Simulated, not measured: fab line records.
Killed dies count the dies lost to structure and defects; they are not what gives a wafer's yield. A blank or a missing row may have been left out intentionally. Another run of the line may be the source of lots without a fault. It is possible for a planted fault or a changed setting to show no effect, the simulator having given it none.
fab line records | flow ritCmos
record: lots: 5 wafers: 15 lastDay: 6
route steps=202 shown CONTACT@172 M1@184
lots with no fault: from the same line, run without faults
startH: hours from the record's first day to the start of the lot's first wafer shown | waitH: time in hours since the lot's previous step | " identical to the entry in the row above | L1.1+2: one row covering several wafers at once | - either no value or no given start | * or withheld: withheld | < > ~ a bound
route shown NAME@n: NAME is a module with steps in the file, n the number in the route of the first one | usual: mean/standard deviation taken from wafers without a fault | same: alike in all rows | chamber/n: place in a boat | sites: readings site by site | _std_site: standard deviation of those values | _edge_site: mean of outer sites minus mean of inner sites | radiusMm: how far each site lies from the wafer's centre | mask NAME#n: copy n | behind: the last tool/chamber to shape the wafer | hold: why the lot went on hold/how many hours it stayed there/how the hold came to an end | device: names the non-switching transistor (n, p or np) | end of line: the same wafers' tests at the end of the route | for a step that has no rows: nothing shown but its recipe | killed: count of dies lost to structure and defects at first sort (not the wafer's yield) | map: a wafer's dies, marking killed ones x, the rest . and places with no die _
set.NAME: the setting that was run; set.NAME@STEP: the one run at that earlier step | model.NAME: the simulator's own value behind a step, which no gauge read
lots seen at some steps along the route; tables by step, rows by wafer
services: the hour from which a tool's chamber was out of use, counted from the record's first day as startH (under 0 if before that day), plus the number of hours and why
== steps ==
step: RIT_CONTACT_SOFTBAKE_04
recipe: resist: NOVOLAK tempC: 90 timeS: 60
step: RIT_CONTACT_EXPOSE_05
recipe: maskId: M11 na: 0.6 sourceShape: conventional sigmaOuter: 0.5 targetCdNm: 1000 doseMj: 250
step: RIT_CONTACT_PEB_06
recipe: resist: NOVOLAK tempC: withheld timeS: withheld
step: RIT_CONTACT_DEVELOP_07
recipe: resist: NOVOLAK developTimeS: 120 devTempC: 23
step: RIT_CONTACT_CD_MEAS_08
recipe: targetCdNm: 1000
usual: cdNm: 999.4/2.2
columns lot.wafer tool chamber startH waitH cdNm
L728.3 cdSem-01 - 103.94 - 999.3
L728.5 " - " " 999.3
L728.6 " - " " 997.5
L729.1 cdSem-01 - 106.70 - 999.3
L729.4 " - " " 999.4
L729.5 " - " " 998.9
L732.1 cdSem-01 - 120.41 - 998.0
L732.2 " - " " 997.2
L732.3 " - " " 998.6
L737.1 cdSem-02 - 147.29 - 1000.6
L737.3 " - " " 1000.1
L737.4 " - " " 1000.5
L738.1 cdSem-02 - 149.27 - 999.1
L738.2 " - " " 1003.2
L738.3 " - " " 1001.7
step: RIT_CONTACT_OVL_MEAS_09
usual: CONTACT_OVL: -0.3/1.3
columns lot.wafer tool chamber startH waitH CONTACT_OVL[nm]
L728.3 overlay-02 - 104.04 0.1 -2.0
L728.5 " - " " -0.3
L728.6 " - " " -1.5
L729.1 overlay-02 - 106.82 0.1 1.2
L729.4 " - " " 0.8
L729.5 " - " " 2.7
L732.1 overlay-02 - 120.53 0.1 -1.2
L732.2 " - " " 0.1
L732.3 " - " " 1.1
L737.1 overlay-02 - 147.41 0.1 -0.1
L737.3 " - " " -0.5
L737.4 " - " " 1.2
L738.1 overlay-02 - 149.39 0.1 2.2
L738.2 " - " " 2.7
L738.3 " - " " 4.2
step: RIT_CONTACT_HARDBAKE_10
recipe: resist: NOVOLAK tempC: 140 timeS: 60
step: RIT_CONTACT_ETCH_11
recipe: targetDepthA: 4800 overEtchFrac: 0.2 stopOn: TiSi2 chemistry: CHF3/CF4/Ar target: SiO2 CHF3_flow_sccm: 50 cf4FlowSccm: 10 Ar_flow_sccm: 100 O2_flow_sccm: 5 pressureMtorr: 100 rfW: 200 timeS: 320
usual: CHF3_flow_sccm: 49.98/0.16 drypumpMotorCurrentA: 5.6/0.54 oesProductAu: 0.994/0.01 throttleValvePct: 8.81/0.14
columns lot.wafer tool chamber startH waitH CHF3_flow_sccm drypumpMotorCurrentA oesProductAu rfHoursCounterH throttleValvePct
L728.3 rieDiel-02 3 104.21 0.1 49.83 5.1 0.996 9 8.67
L728.5 " 3 " " 49.91 5.2 0.990 - 8.67
L728.6 " 0 " " 50.13 5.7 0.972 - 8.74
L729.1 rieDiel-03 0 107.10 0.1 50.16 4.9 1.008 13 9.06
L729.4 " 2 " " 50.23 5.1 0.975 41 8.77
L729.5 " 2 " " 49.94 5.1 0.978 - 8.77
L732.1 rieDiel-03 0 120.72 0.1 49.86 4.9 1.003 14 9.06
L732.2 " 3 " " 50.14 5.8 0.997 120 8.60
L732.3 " 1 " " 49.82 5.0 0.991 135 8.83
L737.1 rieDiel-03 3 147.59 0.1 49.95 5.8 0.989 121 8.60
L737.3 " 2 " " 49.69 5.1 0.986 42 8.78
L737.4 " 1 " " 49.86 5.0 0.994 136 8.82
L738.1 rieDiel-01 1 149.58 0.1 49.87 6.1 0.997 149 8.98
L738.2 " 0 " " 50.13 6.2 0.983 144 8.93
L738.3 " 2 " " 50.02 6.3 0.990 0 8.68
step: RIT_CONTACT_STRIP_12
recipe: chemistry: O2 timeS: 180 resist: NOVOLAK platenTempC: withheld powerW: 500 pressureMtorr: 4000 o2FlowSccm: 4000
usual: drypumpMotorCurrentA: 5.6/0.41 rfReflPowerW: 6.5/1.9
columns lot.wafer tool chamber startH waitH drypumpMotorCurrentA rfHoursCounterH rfReflPowerW
L728.3 plasmaAsher-02 0 104.46 0.2 6.2 - 5.6
L728.5 " 1 " " 5.3 - 9.5
L728.6 " 0 " " 6.2 - 5.5
L729.1 plasmaAsher-03 0 107.30 0.1 5.2 27 7.7
L729.4 " 1 " " 5.4 - 5.0
L729.5 " 1 " " 5.4 - 5.1
L732.1 plasmaAsher-02 1 120.91 0.1 5.3 0 9.4
L732.2 " 0 " " 6.2 0 5.4
L732.3 " 0 " " 6.2 - 5.4
L737.1 plasmaAsher-02 0 147.79 0.1 6.2 3 5.1
L737.3 " 1 " " 5.3 - 9.6
L737.4 " 0 " " 6.2 - 5.5
L738.1 plasmaAsher-02 0 149.77 0.1 6.2 3 5.4
L738.2 " 1 " " 5.3 3 9.6
L738.3 " 0 " " 6.2 - 5.3
step: RIT_CONTACT_CD_MEAS_90
recipe: targetCdNm: 1000
usual: cdNm: 999.3/2.2
columns lot.wafer tool chamber startH waitH cdNm
L728.3 cdSem-01 - 104.62 0.1 999.3
L728.5 " - " " 999.6
L728.6 " - " " 997.5
L729.1 cdSem-02 - 107.47 0.1 999.7
L729.4 " - " " 998.9
L729.5 " - " " 998.4
L732.1 cdSem-01 - 121.09 0.1 998.5
L732.2 " - " " 997.4
L732.3 " - " " 998.6
L737.1 cdSem-01 - 147.96 0.1 1000.8
L737.3 " - " " 999.7
L737.4 " - " " 1000.0
L738.1 cdSem-02 - 149.95 0.1 999.3
L738.2 " - " " 1003.5
L738.3 " - " " 1001.1
step: RIT_CONTACT_CLEAN_13
recipe: chemistry: SC1 mix: 3:3:50 timeS: 600 tempC: 75
step: RIT_CONTACT_CLEAN_14
recipe: chemistry: SC2 mix: 3:3:50 timeS: 600 tempC: 75 dry: n2Spin
step: RIT_M1_SPUTTER_00
recipe: material: Al targetThkNm: 400 powerW: 2000 chamberPressurePa: 0.4 gas: Ar timeS: 500 substrateTempC: 25
usual: substrateTempC: 25.01/0.11 throttleValvePct: 29.9/0.89
columns lot.wafer tool chamber startH waitH substrateTempC throttleValvePct model.Al_of_M1_SPUTTER_00.thkNm
L728.3 pvdSputter-01 - 105.05 0.0 25.20 31.2 401.7
L728.5 " - " " 25.12 31.0 401.6
L728.6 " - " " 25.22 30.5 398.4
L729.1 pvdSputter-04 - 107.96 0.0 25.04 29.2 407.1
L729.4 " - " " 25.00 30.3 404
L729.5 " - " " 25.20 30.2 400.9
L732.1 pvdSputter-02 - 121.56 0.0 25.00 30.8 402.5
L732.2 " - " " 24.97 29.2 400.4
L732.3 " - " " 25.15 31.0 398.9
L737.1 pvdSputter-04 - 148.45 0.0 25.11 28.9 405.1
L737.3 " - " " 25.05 31.2 688.3
L737.4 " - " " 25.00 30.2 400.6
L738.1 pvdSputter-01 - 150.43 0.0 24.74 30.6 398.5
L738.2 " - " " 25.03 30.1 396.8
L738.3 " - " " 25.12 28.8 396.3
step: RIT_M1_RS_MEAS_01
recipe: thkMeasGauge: four-point-probe reads: Al_of_M1_SPUTTER_00
usual: M1_AL_RS: 0.0729/0.00083
columns lot.wafer tool chamber startH waitH M1_AL_RS[ohm/sq]
L728.3 filmMetro-01 - 105.38 0.2 0.0730
L728.5 " - " " 0.0729
L728.6 " - " " 0.0735
L729.1 filmMetro-02 - 108.25 0.1 0.0721
L729.4 " - " " 0.0726
L729.5 " - " " 0.0732
L732.1 filmMetro-04 - 121.85 0.1 0.0729
L732.2 " - " " 0.0733
L732.3 " - " " 0.0737
L737.1 filmMetro-02 - 148.74 0.1 0.0724
L737.3 " - " " 0.0423
L737.4 " - " " 0.0731
L738.1 filmMetro-01 - 150.73 0.1 0.0734
L738.2 " - " " 0.0738
L738.3 " - " " 0.0739
step: RIT_M1_THK_MEAS_02
recipe: thkMeasGauge: xrf reads: Al_of_M1_SPUTTER_00
usual: M1_AL_THK: 401/6
columns lot.wafer tool chamber startH waitH M1_AL_THK[nm]
L728.3 filmMetro-01 - 105.48 0.1 396
L728.5 " - " " 395
L728.6 " - " " 393
L729.1 filmMetro-02 - 108.37 0.1 409
L729.4 " - " " 405
L729.5 " - " " 401
L732.1 filmMetro-04 - 121.97 0.1 399
L732.2 " - " " 397
L732.3 " - " " 395
L737.1 filmMetro-02 - 148.86 0.1 407
L737.3 " - " " 693
L737.4 " - " " 403
L738.1 filmMetro-01 - 150.85 0.1 393
L738.2 " - " " 396
L738.3 " - " " 395
step: RIT_M1_HMDS_03
recipe: primeTimeS: 60 primeTempC: 140
step: RIT_M1_COAT_04
recipe: resist: NOVOLAK spinRpm: 2000 resistThkNm: 1300
step: RIT_M1_SOFTBAKE_05
recipe: resist: NOVOLAK tempC: 90 timeS: 60
step: RIT_M1_EXPOSE_06
recipe: maskId: M12 na: 0.6 sourceShape: conventional sigmaOuter: 0.5 targetCdNm: 2600 doseMj: 250
step: RIT_M1_PEB_07
recipe: resist: NOVOLAK tempC: withheld timeS: withheld
step: RIT_M1_DEVELOP_08
recipe: resist: NOVOLAK developTimeS: 68 devTempC: 23
step: RIT_M1_CD_MEAS_09
recipe: targetCdNm: 2600
usual: cdNm: 2600.4/2.4
columns lot.wafer tool chamber startH waitH cdNm
L728.3 cdSem-02 - 106.58 - 2598.5
L728.5 " - " " 2600.1
L728.6 " - " " 2600.7
L729.1 cdSem-01 - 109.44 - 2601.0
L729.4 " - " " 2601.4
L729.5 " - " " 2603.4
L732.1 cdSem-02 - 122.91 - 2599.2
L732.2 " - " " 2600.1
L732.3 " - " " 2598.7
L737.1 cdSem-01 - 149.89 - 2598.9
L737.3 " - " " 2598.0
L737.4 " - " " 2596.2
L738.1 cdSem-02 - 151.91 - 2603.8
L738.2 " - " " 2606.2
L738.3 " - " " 2603.2
step: RIT_M1_OVL_MEAS_10
usual: M1_OVL: -1.1/1.4
columns lot.wafer tool chamber startH waitH M1_OVL[nm]
L728.3 overlay-01 - 106.68 0.1 -3.1
L728.5 " - " " -0.7
L728.6 " - " " -2.4
L729.1 overlay-01 - 109.56 0.1 -2.5
L729.4 " - " " -0.6
L729.5 " - " " -0.9
L732.1 overlay-02 - 123.03 0.1 -0.8
L732.2 " - " " 1.8
L732.3 " - " " -0.1
L737.1 overlay-02 - 150.01 0.1 -0.8
L737.3 " - " " -0.8
L737.4 " - " " -2.3
L738.1 overlay-01 - 152.03 0.1 -0.8
L738.2 " - " " -1.7
L738.3 " - " " -1.8
step: RIT_M1_HARDBAKE_11
recipe: resist: NOVOLAK tempC: 140 timeS: 120
step: RIT_M1_METAL_ETCH_12
recipe: stopOn: SiO2 chemistry: Cl2/BCl3 target: Al timeS: 165 overEtchFrac: 0.5 pressureMtorr: 100 targetDepthA: 6000 rfW: 250 Cl2_flow_sccm: 60 bcl3FlowSccm: 50
usual: drypumpMotorCurrentA: 5.9/0.57 oesProductAu: 0.787/0.01 throttleValvePct: 8.33/0.088
columns lot.wafer tool chamber startH waitH drypumpMotorCurrentA oesProductAu rfHoursCounterH throttleValvePct
L728.3 rieMetal-03 0 107.00 0.2 6.5 0.788 - 8.37
L728.5 " 1 " " 4.9 0.783 - 8.26
L728.6 " 0 " " 6.6 0.791 - 8.36
L729.1 rieMetal-04 0 109.84 0.2 5.9 0.783 4 8.50
L729.4 " 1 " " 6.5 0.791 - 8.31
L729.5 " 1 " " 6.5 0.784 - 8.32
L732.1 rieMetal-04 1 123.32 0.2 6.5 0.782 5 8.32
L732.2 " 0 " " 6.0 0.775 5 8.52
L732.3 " 0 " " 6.0 0.777 - 8.49
L737.1 rieMetal-04 0 150.30 0.2 6.0 0.784 5 8.51
L737.3 " 0 " " 6.0 0.992 - 8.47
L737.4 " 1 " " 6.5 0.788 - 8.29
L738.1 rieMetal-02 1 152.32 0.2 5.7 0.795 5 8.26
L738.2 " 0 " " 5.6 0.767 2 8.35
L738.3 " 0 " " 5.6 0.763 - 8.34
step: RIT_M1_STRIP_13
recipe: chemistry: nmp resist: NOVOLAK tempC: 80 timeS: 600 dry: n2Spin
step: RIT_M1_PROBE_99
usual: defectLimitedYield: 97.4/1.2 killed_at_M0_to_M3: 0.0/0.18 killedAtFrontEnd: 7/3 killedDies: 7/3.1 killedOnRim: 1.9/1.5 killedOpen: 3.3/1.8 killedShort: 3.6/2 sort_bin_3_pad_short: 0.1/0.22 sort_bin_5_function: 1.4/0.84 sort_bin_6_memory: 1.0/0.67 sortNPass: 257/3.1 sortYieldPct: 97.4/1.2
same: grossDies: 264 killed_at_M4_up: 0 killedAtBackSide: 0 killedAtContacts: 0 killedAtOther: 0
columns lot.wafer tool chamber startH waitH defectLimitedYield[%] killed_at_M0_to_M3 killedAtFrontEnd killedDies killedOnRim killedOpen killedShort sort_bin_3_pad_short[%] sort_bin_5_function[%] sort_bin_6_memory[%] sortNPass sortYieldPct[%] model.etest.tester.sortNPass model.etest.tester.sortYieldPct model.etest.tester.sort_bin_5_pct model.etest.pmos_0p3.overLimit model.etest.pmos_0p15.overLimit model.etest.fieldPMetal.short model.etest.antennaM1.short model.etest.polyCombOverSteps.short
L728.3 prober-02 - 109.48 0.2 97.3 0 7 7 1 3 4 0 0.8 1.9 257 97.3 257 97.35 0.7576 0 0 0 0 0
L728.5 prober-02 - 109.58 0.2 96.2 0 10 10 6 5 5 0 1.5 2.3 254 96.2 254 96.21 1.515 0 0 0 0 0
L728.6 prober-02 - 109.63 0.2 98.5 0 4 4 2 1 3 0 1.1 0.4 260 98.5 260 98.48 1.136 0 0 0 0 0
L729.1 prober-01 - 112.27 0.1 98.5 0 4 4 1 1 3 0 0.4 1.1 260 98.5 260 98.48 0.3788 0 0 0 0 0
L729.4 prober-01 - 112.42 0.2 97.3 0 7 7 1 4 3 0 1.9 0.8 257 97.3 257 97.35 1.894 0 0 0 0 0
L729.5 prober-01 - 112.47 0.2 97.0 0 8 8 2 4 4 0.4 1.1 1.5 256 97.0 256 96.97 1.136 0 0 0 0 0
L732.1 prober-02 - 125.57 0.1 97.3 0 7 7 2 1 6 0.8 0.8 1.1 257 97.3 257 97.35 0.7576 0 0 0 0 0
L732.2 prober-02 - 125.62 0.1 98.5 0 4 4 0 1 3 0 0.4 1.1 260 98.5 260 98.48 0.3788 0 0 0 0 0
L732.3 prober-02 - 125.67 0.2 98.5 0 4 4 1 2 2 0.4 0.4 0.8 260 98.5 260 98.48 0.3788 0 0 0 0 0
L737.1 prober-01 - 152.57 0.1 97.7 0 6 6 3 1 5 0 1.1 1.1 258 97.7 258 97.73 1.136 0 0 0 0 0
L737.3 prober-01 - 152.67 0.2 0 258 6 264 70 3 3 0 99.2 0.8 0 0 0 0 99.24 1 1 1 1 1
L737.4 prober-01 - 152.72 0.2 98.9 0 3 3 1 3 0 0 0.8 0.4 261 98.9 261 98.86 0.7576 0 0 0 0 0
L738.1 prober-02 - 154.59 0.1 97.3 0 7 7 4 1 6 0.4 1.1 1.1 257 97.3 257 97.35 1.136 0 0 0 0 0
L738.2 prober-02 - 154.64 0.1 98.1 0 5 5 1 4 1 0 1.5 0.4 259 98.1 259 98.11 1.515 0 0 0 0 0
L738.3 prober-02 - 154.69 0.2 98.1 1 4 5 0 2 3 0 0.8 1.1 259 98.1 259 98.11 0.7576 0 0 0 0 0
killed by level:class
L728.3 REOX:geometricParticle:open=2 FOX1:geometricParticle:open=1 FOX2:geometricParticle:short=1 GATE:geometricParticle:short=1 REOX:geometricParticle:short=1 SILICIDE:geometricParticle:short=1
L728.5 GATE:geometricParticle:short=2 GATE:geometricParticle:open=2 SPACER:geometricParticle:open=2 SILICIDE:geometricParticle:short=2 FOX1:geometricParticle:short=1 REOX:geometricParticle:open=1
L728.6 FOX2:geometricParticle:short=1 GATE:geometricParticle:short=1 REOX:geometricParticle:short=1 REOX:geometricParticle:open=1
L729.1 FOX1:geometricParticle:open=1 FOX1:geometricParticle:short=1 GATE:geometricParticle:short=1 SPACER:geometricParticle:short=1
L729.4 SILICIDE:geometricParticle:open=3 GATE:geometricParticle:short=1 REOX:geometricParticle:short=1 SPACER:geometricParticle:short=1 STARTING-WAFER:geometricParticle:open=1
L729.5 REOX:geometricParticle:short=3 SPACER:geometricParticle:open=3 GATE:geometricParticle:open=1 GATE:geometricParticle:short=1
L732.1 FOX1:geometricParticle:short=3 FOX2:geometricParticle:short=1 GATE:geometricParticle:short=1 SPACER:geometricParticle:short=1 SILICIDE:geometricParticle:open=1
L732.2 FOX1:geometricParticle:short=2 SILICIDE:geometricParticle:open=1 SILICIDE:geometricParticle:short=1
L732.3 GATE:geometricParticle:short=1 GATE:geometricParticle:open=1 SILICIDE:geometricParticle:open=1 SILICIDE:geometricParticle:short=1
L737.1 GATE:geometricParticle:short=3 FOX1:geometricParticle:short=1 GATE:geometricParticle:open=1 REOX:geometricParticle:short=1
L737.3 M1:areaEtch=258 GATE:geometricParticle:open=3 FOX2:geometricParticle:short=1 GATE:geometricParticle:short=1 SILICIDE:geometricParticle:short=1
L737.4 GATE:geometricParticle:open=2 FOX1:geometricParticle:open=1
L738.1 FOX1:geometricParticle:short=3 GATE:geometricParticle:short=2 GATE:geometricParticle:open=1 SILICIDE:geometricParticle:short=1
L738.2 SILICIDE:geometricParticle:open=2 FOX1:geometricParticle:open=1 GATE:geometricParticle:open=1 SILICIDE:geometricParticle:short=1
L738.3 FOX1:geometricParticle:open=2 GATE:geometricParticle:short=2 M1:geometricParticle:short=1
map L737.3 (x killed, . not)
________xxxxxxx_______
_____xxxxxxxxxxxxx____
____xxxxxxxxxxxxxxx___
___xxxxxxxxxxxxxxxxx__
__xxxxxxxxxxxxxxxxxxx_
__xxxxxxxxxxxxxxxxxxx_
_xxxxxxxxxxxxxxxxxxxxx
_xxxxxxxxxxxxxxxxxxxxx
_xxxxxxxxxxxxxxxxxxxxx
_xxxxxxxxxxxxxxxxxxxxx
__xxxxxxxxxxxxxxxxxxx_
__xxxxxxxxxxxxxxxxxxx_
___xxxxxxxxxxxxxxxxx__
____xxxxxxxxxxxxxxx___
_____xxxxxxxxxxxxx____
________xxxxxxx_______
map L729.5 (x killed, . not)
________......._______
_____.............____
____...............___
___x................__
__.........x........._
__..................._
_...............x.....
_.....x...............
_.....................
_...........x.........
__.........x........._
__.................x._
___....x............__
____...............___
_____.............____
________......._______
== services ==
columns tool chamber startH hours kind
pvdSputter-02 - 94.72 1.7 repair
rieDiel-02 0 105.67 10.8 repair
plasmaAsher-03 - 107.98 6.8 repair
plasmaAsher-02 - 108.75 9.0 pm
plasmaAsher-02 0 108.75 9.0 ventCycle
plasmaAsher-02 1 108.75 9.0 ventCycle
rieDiel-01 2 117.40 - clean
rieDiel-01 2 117.40 20.2 scheduledDown
rieDiel-01 2 117.40 20.2 ventCycle
plasmaAsher-02 0 117.75 - clean
plasmaAsher-02 1 117.75 - clean
rieDiel-02 1 122.31 3.4 repair
rieMetal-03 - 136.12 20.0 pm
rieMetal-03 0 136.12 20.0 ventCycle
rieMetal-03 1 136.12 20.0 ventCycle
== key ==
firstSign: step: RIT_M1_RS_MEAS_01 reading: M1_AL_RS direction: down sigmas: 37 usual: 0.0729 struck: 0.0423
effect: step: RIT_M1_THK_MEAS_02 reading: M1_AL_THK direction: up sigmas: 49 usual: 401 struck: 693
effect: step: RIT_M1_METAL_ETCH_12 reading: oesProductAu direction: up sigmas: 20 usual: 0.787 struck: 0.992
effect: step: RIT_M1_PROBE_99 reading: killed_at_M0_to_M3 direction: up sigmas: 99+ usual: 0.0 struck: 258
modelEffect: step: RIT_M1_SPUTTER_00 value: Al_of_M1_SPUTTER_00.thkNm without: 404.2 struck: 688.3
modelEffect: step: RIT_M1_PROBE_99 value: etest.tester.sortNPass without: 258 struck: 0
moreKillsBornAt: RIT_M1_METAL_ETCH_12@rieMetal-04: 258
metAt RIT_M1_SPUTTER_00
struckWafers L737.3
laterRowsLeftOut L737.3
fault: kind: processParameterDrift tool: pvdSputter-04 chamber: - onsetH: 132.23 steps: RIT_M1_SPUTTER_00 channel: timeS offset: * shape: step endH: 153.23 stated: * scope: struckWafersOnly
laterRowsLeftOut: the simulator's readings of these wafers behind a module that went badly wrong aren't trusted and aren't shown, but for the sort
